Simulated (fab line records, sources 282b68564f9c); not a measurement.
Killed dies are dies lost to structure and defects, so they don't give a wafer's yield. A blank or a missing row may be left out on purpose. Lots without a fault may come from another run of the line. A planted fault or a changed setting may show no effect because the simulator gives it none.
fab line records | flow rit_cmos
record lots=14 wafers=42 last_day=7
route steps=202 shown PSD@150
lots that met no fault: from a run of the same line without faults
start_h: hours from the record's first day to the start of the lot's first wafer shown | wait_h: hours since the lot's step before | " the same as in the row above | L1.1+2: a row that stands for several wafers | - no value, or no start given | * or withheld: withheld | < > ~ a bound
route shown NAME@n: a module of which the file shows steps, and the number in the route of the first | usual: mean/standard deviation of fault-free wafers | same: alike in all rows | chamber/n: place in a boat | sites: the reading at each site | _std_site: their standard deviation | _edge_site: outer sites' mean less inner sites' | radius_mm: how far each site lies from the wafer's centre | mask NAME#n: copy n | behind: the tool/chamber that last shaped the wafer | hold: why the lot was held/for how many hours/how that ended | device: the transistor (n, p or np) that didn't switch | end of line: the same wafers' tests at the end of the route | a step without rows: its recipe alone | killed: dies lost to structure and defects at the first sort, not the wafer's yield | map: a wafer's dies, x killed, . not, _ none there
set.NAME: the setting as run; set.NAME@STEP: as run at that earlier step | model.NAME: the simulator's own value behind a step, which no gauge read
steps of the route over a sample of lots; a table a step, a row a wafer
services: from which hour (start_h, from the record's first day; less than 0 if before it) a tool's chamber was out of use, for how many hours, and why
## steps
# step RIT_PSD_IMPLANT_08
# recipe species=BF2 energy_kev=27 dose_cm2=5.075e+15 tilt_deg=7
# usual end_station_pressure_torr=1.43e-05/1e-06 tilt_deg=6.996/0.02
# columns lot.wafer tool chamber start_h wait_h end_station_pressure_torr tilt_deg
L716.2 implanter-02 0 56.86 0.1 1.26e-05 7.007
L716.4 " 0 " " 1.33e-05 6.976
L716.6 " 0 " " 1.35e-05 6.991
L717.1 implanter-04 0 57.87 0.1 1.43e-05 7.012
L717.4 " 0 " " 1.5e-05 7.010
L717.6 " 0 " " 1.48e-05 7.013
L718.1 implanter-03 0 70.46 0.1 1.46e-05 6.991
L718.5 " 0 " " 1.4e-05 7.004
L718.6 " 0 " " 1.47e-05 7.013
L720.1 implanter-04 0 80.70 0.1 1.49e-05 6.988
L720.3 " 0 " " 1.45e-05 6.960
L720.5 " 0 " " 1.52e-05 6.992
L721.1 implanter-02 0 86.73 0.1 1.27e-05 7.032
L721.2 " 0 " " 1.26e-05 7.033
L721.4 " 0 " " 1.28e-05 7.013
L722.2 implanter-03 0 93.71 0.1 1.34e-05 6.994
L722.3 " 0 " " 1.6e-05 7.012
L722.5 " 0 " " 1.41e-05 6.978
L724.1 implanter-02 0 95.51 0.1 1.27e-05 6.988
L724.2 " 0 " " 1.42e-05 6.977
L724.4 " 0 " " 1.27e-05 6.978
L723.1 implanter-04 0 96.02 0.1 1.48e-05 7.029
L723.3 " 0 " " 1.5e-05 6.976
L723.4 " 0 " " 1.44e-05 6.976
L726.4 implanter-02 0 105.00 0.1 1.23e-05 7.033
L726.5 " 0 " " 1.36e-05 7.029
L726.6 " 0 " " 1.3e-05 7.027
L728.2 implanter-02 0 113.60 0.1 1.15e-05 -0.009
L728.3 " 0 " " 1.2e-05 -0.017
L728.5 " 0 " " 1.41e-05 -0.001
L730.3 implanter-03 0 121.58 0.1 1.47e-05 7.004
L730.4 " 0 " " 1.51e-05 7.010
L730.5 " 0 " " 1.52e-05 6.993
L732.2 implanter-02 0 132.02 0.1 1.38e-05 -0.053
L732.4 " 0 " " 1.38e-05 -0.026
L732.5 " 0 " " 1.26e-05 -0.020
L736.1 implanter-04 0 154.63 0.1 1.45e-05 6.995
L736.3 " 0 " " 1.51e-05 7.019
L736.4 " 0 " " 1.42e-05 6.995
L737.1 implanter-03 0 157.86 0.1 1.44e-05 7.001
L737.3 " 0 " " 1.48e-05 6.980
L737.5 " 0 " " 1.47e-05 6.991
# step RIT_PSD_TW_MEAS_10
# usual PSD_TW=3444/27
# columns lot.wafer tool chamber start_h wait_h PSD_TW
L716.2 film_metro-01 - 57.17 0.1 3478
L716.4 " - " " 3488
L716.6 " - " " 3466
L717.1 film_metro-01 - 58.20 0.1 3484
L717.4 " - " " 3477
L717.6 " - " " 3486
L718.1 film_metro-03 - 70.79 0.1 3441
L718.5 " - " " 3439
L718.6 " - " " 3435
L720.1 film_metro-03 - 81.03 0.1 3436
L720.3 " - " " 3432
L720.5 " - " " 3450
L721.1 film_metro-04 - 87.05 0.1 3436
L721.2 " - " " 3392
L721.4 " - " " 3431
L722.2 film_metro-03 - 94.02 0.1 3431
L722.3 " - " " 3417
L722.5 " - " " 3455
L724.1 film_metro-03 - 95.83 0.1 3440
L724.2 " - " " 3453
L724.4 " - " " 3451
L723.1 film_metro-03 - 96.35 0.1 3404
L723.3 " - " " 3410
L723.4 " - " " 3408
L726.4 film_metro-01 - 105.28 0.1 3480
L726.5 " - " " 3458
L726.6 " - " " 3455
L728.2 film_metro-03 - 113.91 0.1 3304
L728.3 " - " " 3313
L728.5 " - " " 3299
L730.3 film_metro-01 - 121.88 0.1 3466
L730.4 " - " " 3481
L730.5 " - " " 3496
L732.2 film_metro-03 - 132.33 0.1 3324
L732.4 " - " " 3298
L732.5 " - " " 3299
L736.1 film_metro-01 - 154.96 0.1 3476
L736.3 " - " " 3485
L736.4 " - " " 3452
L737.1 film_metro-04 - 158.18 0.1 3384
L737.3 " - " " 3412
L737.5 " - " " 3405
# step RIT_SDANNEAL_RS_MEAS_04
# recipe thk_meas_gauge=four-point-probe
# usual PSD_RS=115.8/0.32
# columns lot.wafer tool chamber start_h wait_h PSD_RS[ohm/sq]
L716.2 film_metro-04 - 57.67 0.1 115.3
L716.4 " - " " 115.5
L716.6 " - " " 115.6
L717.1 film_metro-01 - 58.72 0.0 115.7
L717.4 " - " " 115.8
L717.6 " - " " 115.5
L718.1 film_metro-04 - 71.30 0.0 115.6
L718.5 " - " " 115.7
L718.6 " - " " 115.5
L720.1 film_metro-01 - 81.51 0.0 115.4
L720.3 " - " " 115.3
L720.5 " - " " 115.3
L721.1 film_metro-03 - 87.54 0.0 115.8
L721.2 " - " " 116.0
L721.4 " - " " 116.0
L722.2 film_metro-04 - 94.53 0.1 115.9
L722.3 " - " " 116.1
L722.5 " - " " 115.9
L724.1 film_metro-04 - 96.32 0.0 115.8
L724.2 " - " " 115.3
L724.4 " - " " 115.4
L723.1 film_metro-03 - 96.85 0.0 116.1
L723.3 " - " " 116.1
L723.4 " - " " 116.2
L726.4 film_metro-04 - 105.81 0.1 116.0
L726.5 " - " " 115.7
L726.6 " - " " 115.8
L728.2 film_metro-01 - 114.43 0.1 124.4
L728.3 " - " " 124.2
L728.5 " - " " 124.5
L730.3 film_metro-01 - 122.38 0.1 115.6
L730.4 " - " " 115.5
L730.5 " - " " 116.0
L732.2 film_metro-01 - 132.86 0.1 124.5
L732.4 " - " " 125.2
L732.5 " - " " 124.5
L736.1 film_metro-04 - 155.65 0.0 115.7
L736.3 " - " " 115.4
L736.4 " - " " 116.0
L737.1 film_metro-01 - 158.75 0.1 115.7
L737.3 " - " " 115.4
L737.5 " - " " 115.5
## services
# columns tool chamber start_h hours kind
implanter-02 - 107.07 6.0 repair
implanter-03 - 121.80 3.5 repair
implanter-04 - 144.61 3.6 repair
implanter-02 - 145.78 10.3 pm
implanter-03 - 155.93 1.4 repair
## key
first_sign step=RIT_PSD_IMPLANT_08 reading=tilt_deg direction=down sigmas=99+ usual=6.996 struck=-0.021
effect step=RIT_PSD_TW_MEAS_10 reading=PSD_TW direction=down sigmas=5.2 usual=3444 struck=3306
effect step=RIT_SDANNEAL_RS_MEAS_04 reading=PSD_RS direction=up sigmas=27 usual=115.8 struck=124.6
met_at RIT_PSD_IMPLANT_08
struck_lots L728,L732
tester_left_out L728,L732
onset_between 105.00 113.60
fault kind=process_parameter_drift tool=implanter-02 chamber=- onset_h=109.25 steps=RIT_PSD_IMPLANT_08 channel=tilt_deg offset=-7 shape=step end_h=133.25 acts_in=these_recipes_only stated=7
# tester_left_out: of these lots the tester's yield and bins aren't shown, on N5 and GAA mostly nor the transistor test; their killed dies are dies lost to structure and defects alone, not to doping, threshold or leakage, so they don't give the yield
